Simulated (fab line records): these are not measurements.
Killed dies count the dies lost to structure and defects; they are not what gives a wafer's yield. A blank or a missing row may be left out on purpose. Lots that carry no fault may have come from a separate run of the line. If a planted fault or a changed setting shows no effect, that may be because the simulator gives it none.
Split-lot study || flow rit-cmos || 5 lots, 23 wafers read, on a route of 202 steps

SPLIT DETAILS
At RIT_NRETRO_SOFTBAKE_02 (time 60 s), the setting temp-c was moved away from the recipe's 90 C on 10 of the 23 wafers read, by -3.5% to +4.1%. For the rest of the wafers, this setting stayed at what the recipe calls for.

FROM THE SPLIT TO THE READING: what the file shows between them, 2 steps
- RIT_NRETRO_EXPOSE_03: exposes mask M4, target cd 43900 nm
- RIT_NRETRO_PEB_04

THE READING
NOVOLAK_of_NRETRO_COAT_01.thk-nm (the simulator's own value, which no gauge read), in nm, at RIT_NRETRO_DEVELOP_05 (develop time 68 s). No usual value for it is given in the file. Across the 13 wafers here that went through the recipe, the average is 1299 nm and the standard deviation 3.6 nm.

{"wafer": "L074.1", "tool, chamber at the split": "litho-track-01, 0", "temp-c as run, C": 90, "against the recipe": "recipe", "NOVOLAK_of_NRETRO_COAT_01.thk-nm, nm": 1300, "against lot-mates on the recipe": "-"}
{"wafer": "L074.2", "tool, chamber at the split": "litho-track-01, 0", "temp-c as run, C": 88.74, "against the recipe": "-1.4%", "NOVOLAK_of_NRETRO_COAT_01.thk-nm, nm": 1302, "against lot-mates on the recipe": "+2"}
{"wafer": "L074.4", "tool, chamber at the split": "litho-track-01, 0", "temp-c as run, C": 90, "against the recipe": "recipe", "NOVOLAK_of_NRETRO_COAT_01.thk-nm, nm": 1301, "against lot-mates on the recipe": "-"}
{"wafer": "L074.5", "tool, chamber at the split": "litho-track-01, 0", "temp-c as run, C": 88.74, "against the recipe": "-1.4%", "NOVOLAK_of_NRETRO_COAT_01.thk-nm, nm": 1305, "against lot-mates on the recipe": "+4"}
{"wafer": "L074.6", "tool, chamber at the split": "litho-track-01, 0", "temp-c as run, C": 88.74, "against the recipe": "-1.4%", "NOVOLAK_of_NRETRO_COAT_01.thk-nm, nm": 1304, "against lot-mates on the recipe": "+4"}
{"wafer": "L075.1", "tool, chamber at the split": "litho-track-04, 0", "temp-c as run, C": 90, "against the recipe": "recipe", "NOVOLAK_of_NRETRO_COAT_01.thk-nm, nm": 1297, "against lot-mates on the recipe": "-"}
{"wafer": "L075.3", "tool, chamber at the split": "litho-track-04, 0", "temp-c as run, C": 93.72, "against the recipe": "+4.1%", "NOVOLAK_of_NRETRO_COAT_01.thk-nm, nm": 1287, "against lot-mates on the recipe": -10}
{"wafer": "L075.4", "tool, chamber at the split": "litho-track-04, 0", "temp-c as run, C": 93.72, "against the recipe": "+4.1%", "NOVOLAK_of_NRETRO_COAT_01.thk-nm, nm": 1284, "against lot-mates on the recipe": -13}
{"wafer": "L075.5", "tool, chamber at the split": "litho-track-04, 0", "temp-c as run, C": 90, "against the recipe": "recipe", "NOVOLAK_of_NRETRO_COAT_01.thk-nm, nm": 1296, "against lot-mates on the recipe": "-"}
{"wafer": "L075.6", "tool, chamber at the split": "litho-track-04, 0", "temp-c as run, C": 90, "against the recipe": "recipe", "NOVOLAK_of_NRETRO_COAT_01.thk-nm, nm": 1298, "against lot-mates on the recipe": "-"}
{"wafer": "L076.2", "tool, chamber at the split": "litho-track-04, 0", "temp-c as run, C": 90, "against the recipe": "recipe", "NOVOLAK_of_NRETRO_COAT_01.thk-nm, nm": 1293, "against lot-mates on the recipe": "-"}
{"wafer": "L076.3", "tool, chamber at the split": "litho-track-04, 0", "temp-c as run, C": 90, "against the recipe": "recipe", "NOVOLAK_of_NRETRO_COAT_01.thk-nm, nm": 1296, "against lot-mates on the recipe": "-"}
{"wafer": "L076.5", "tool, chamber at the split": "litho-track-04, 0", "temp-c as run, C": 90, "against the recipe": "recipe", "NOVOLAK_of_NRETRO_COAT_01.thk-nm, nm": 1294, "against lot-mates on the recipe": "-"}
{"wafer": "L081.1", "tool, chamber at the split": "litho-track-01, 0", "temp-c as run, C": 90, "against the recipe": "recipe", "NOVOLAK_of_NRETRO_COAT_01.thk-nm, nm": 1301, "against lot-mates on the recipe": "-"}
{"wafer": "L081.2", "tool, chamber at the split": "litho-track-01, 0", "temp-c as run, C": 92.8, "against the recipe": "+3.1%", "NOVOLAK_of_NRETRO_COAT_01.thk-nm, nm": 1291, "against lot-mates on the recipe": -12}
{"wafer": "L081.3", "tool, chamber at the split": "litho-track-01, 0", "temp-c as run, C": 90, "against the recipe": "recipe", "NOVOLAK_of_NRETRO_COAT_01.thk-nm, nm": 1304, "against lot-mates on the recipe": "-"}
{"wafer": "L081.5", "tool, chamber at the split": "litho-track-01, 0", "temp-c as run, C": 90, "against the recipe": "recipe", "NOVOLAK_of_NRETRO_COAT_01.thk-nm, nm": 1305, "against lot-mates on the recipe": "-"}
{"wafer": "L081.6", "tool, chamber at the split": "litho-track-01, 0", "temp-c as run, C": 92.8, "against the recipe": "+3.1%", "NOVOLAK_of_NRETRO_COAT_01.thk-nm, nm": 1294, "against lot-mates on the recipe": -9}
{"wafer": "L084.1", "tool, chamber at the split": "litho-track-04, 0", "temp-c as run, C": 86.83, "against the recipe": "-3.5%", "NOVOLAK_of_NRETRO_COAT_01.thk-nm, nm": 1311, "against lot-mates on the recipe": "+10"}
{"wafer": "L084.2", "tool, chamber at the split": "litho-track-04, 0", "temp-c as run, C": 90, "against the recipe": "recipe", "NOVOLAK_of_NRETRO_COAT_01.thk-nm, nm": 1300, "against lot-mates on the recipe": "-"}
{"wafer": "L084.3", "tool, chamber at the split": "litho-track-04, 0", "temp-c as run, C": 86.83, "against the recipe": "-3.5%", "NOVOLAK_of_NRETRO_COAT_01.thk-nm, nm": 1310, "against lot-mates on the recipe": "+9"}
{"wafer": "L084.4", "tool, chamber at the split": "litho-track-04, 0", "temp-c as run, C": 90, "against the recipe": "recipe", "NOVOLAK_of_NRETRO_COAT_01.thk-nm, nm": 1302, "against lot-mates on the recipe": "-"}
{"wafer": "L084.6", "tool, chamber at the split": "litho-track-04, 0", "temp-c as run, C": 86.83, "against the recipe": "-3.5%", "NOVOLAK_of_NRETRO_COAT_01.thk-nm, nm": 1312, "against lot-mates on the recipe": "+11"}

FIT RESULTS
A straight line over all 23 wafers: NOVOLAK_of_NRETRO_COAT_01.thk-nm changes by -3.09 nm for each +1% of temp-c; r = -0.91; the points scatter about the line by 3.1 nm.
The same after taking each lot's own level away (the mean of its wafers on the recipe; 23 wafers): -2.91 nm for each +1%; r = -0.98; scatter 1.4 nm.
On that fit, the largest move of temp-c shifts the reading by 12 nm.
The lots' own levels span 1294.3 to 1303.3 nm, that is 2.5 times the standard deviation above.
Hence the lot-to-lot level has little effect on the slope; both slopes agree.
Check: -13 nm against its lot-mates is what the line predicts for one of the wafers moved furthest among these (+4.1%) when that wafer is left out of the fit. Against them it came out at -10 nm.

OTHER SPLITS APPLIED TO THESE WAFERS
Other splits were also applied to these wafers ahead of the reading. Each is held against what the fit with the lots' levels taken away leaves over:
{"other split on the same wafers": "RIT_ACTIVE_OXIDATION_01 ox-time-s", "wafers away from the commonest value": 10, "r with NOVOLAK_of_NRETRO_COAT_01.thk-nm (lot level and that fit taken away)": -0.03}
{"other split on the same wafers": "RIT_NWELL_IMPLANT_08 dose-cm2", "wafers away from the commonest value": 5, "r with NOVOLAK_of_NRETRO_COAT_01.thk-nm (lot level and that fit taken away)": "+0.17"}
{"other split on the same wafers": "RIT_PWELL_COAT_01 spin-rpm", "wafers away from the commonest value": 8, "r with NOVOLAK_of_NRETRO_COAT_01.thk-nm (lot level and that fit taken away)": -0.21}

THE FILE'S OWN FIT
NOVOLAK_of_NRETRO_COAT_01.thk-nm changes by -2.9 nm for each +1% of temp-c, r = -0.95.
